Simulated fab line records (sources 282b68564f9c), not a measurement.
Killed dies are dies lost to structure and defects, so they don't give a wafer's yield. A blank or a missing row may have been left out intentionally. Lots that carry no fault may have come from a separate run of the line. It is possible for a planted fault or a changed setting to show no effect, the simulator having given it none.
Problem report, 8D (eight disciplines) form, completed by code || flow rit_cmos || the parts of the form that need people (team, actions taken, sign-off) are left out

## 1. WHAT IS WRONG
At RIT_ACTIVE_ETCH_13, chamber_pressure_mTorr averages 129.87 mTorr over 2 wafers from 2 lots, while fault-free wafers read 260.02 mTorr, standard deviation 0.26. That is -99 or more standard deviations from the usual mean.
The step: etches Si3N4 in SF6, stops on SiO2, time 210 s, target depth 210 nm.
The first sign was on wafer L343.3 at day 2 16:08, on rie_diel-02. The record holds 18 wafers of 6 lots with a number at this step. By rule, "out" or "out of limits" means more than 4 standard deviations away from the usual mean. The other wafers with a number count as sound.

## 2. WHAT IT IS, WHAT IT ISN'T
{"question": "which readings at this step", "is": "chamber_pressure_mTorr", "is not": "drypump_motor_current_A, oes_product_au, throttle_valve_pct"}
{"question": "which lots", "is": "L343, L344", "is not": "L338, L339, L360, L361"}
{"question": "which wafers of those lots", "is": "L343.3, L344.4", "is not": "L343.1, L343.6, L344.3, L344.5"}
{"question": "read on which tools", "is": "rie_diel-02", "is not": "rie_diel-01"}
{"question": "when", "is": "from day 2 16:08", "is not": "up to then (8 sound wafers); but 8 sound wafers of L344, L360, L361 came after"}

## 3. THE SUSPECTS, EACH WITH WHAT RULES IT OUT
Counting: any tool at a process step up to the reading remains a suspect provided it ran every lot that is out. Sound lots after the first of them don't rule it out here, since some wafers of a struck lot are sound.
- rie_diel-02 at RIT_ACTIVE_ETCH_13 (etches Si3N4 in SF6, stops on SiO2, time 210 s, target depth 210 nm): kept. Ran every lot that is out, first one L343 (day 2 16:08); last sound lot up to then L339 (day 1 19:43). Its own chamber_pressure_mTorr readings are out on those wafers.
- rie_diel-02, RIT_ACTIVE_ETCH_13: wafers that are out in chamber 0, sound lot-mates in chambers 1, 2, 3.
Remaining after the count: rie_diel-02 at RIT_ACTIVE_ETCH_13.

## 4. THE CAUSE (what the simulator had put in)
rie_diel-02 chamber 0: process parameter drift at RIT_ACTIVE_ETCH_13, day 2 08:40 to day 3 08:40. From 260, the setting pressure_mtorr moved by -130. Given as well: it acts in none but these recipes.
Only this tool survived the counting.

## 5. THE CHAIN OF EFFECTS, in route order
Each row: a reading where the mean over the struck wafers with a number is more than 3 standard deviations away from the usual. Only readings for which the record gives a usual standard deviation are gone through. hours: the time from each lot's start at the first step in this table that gives one to its start at this step, as a median over the lots. sigmas: the change in usual standard deviations.
{"hours": 0, "step": "RIT_ACTIVE_ETCH_13", "reading": "chamber_pressure_mTorr", "usual": "260.02 mTorr", "on struck wafers": 129.87, "change": -130.15, "sigmas": "-99 or more"}
Its process steps:
- RIT_ACTIVE_ETCH_13: etches Si3N4 in SF6, stops on SiO2, time 210 s, target depth 210 nm.

## 6. HOW IT WOULD HAVE BEEN CAUGHT EARLIER
The fault began at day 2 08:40; the first out-of-limits reading in this record came at day 2 16:08, 7 hours later.
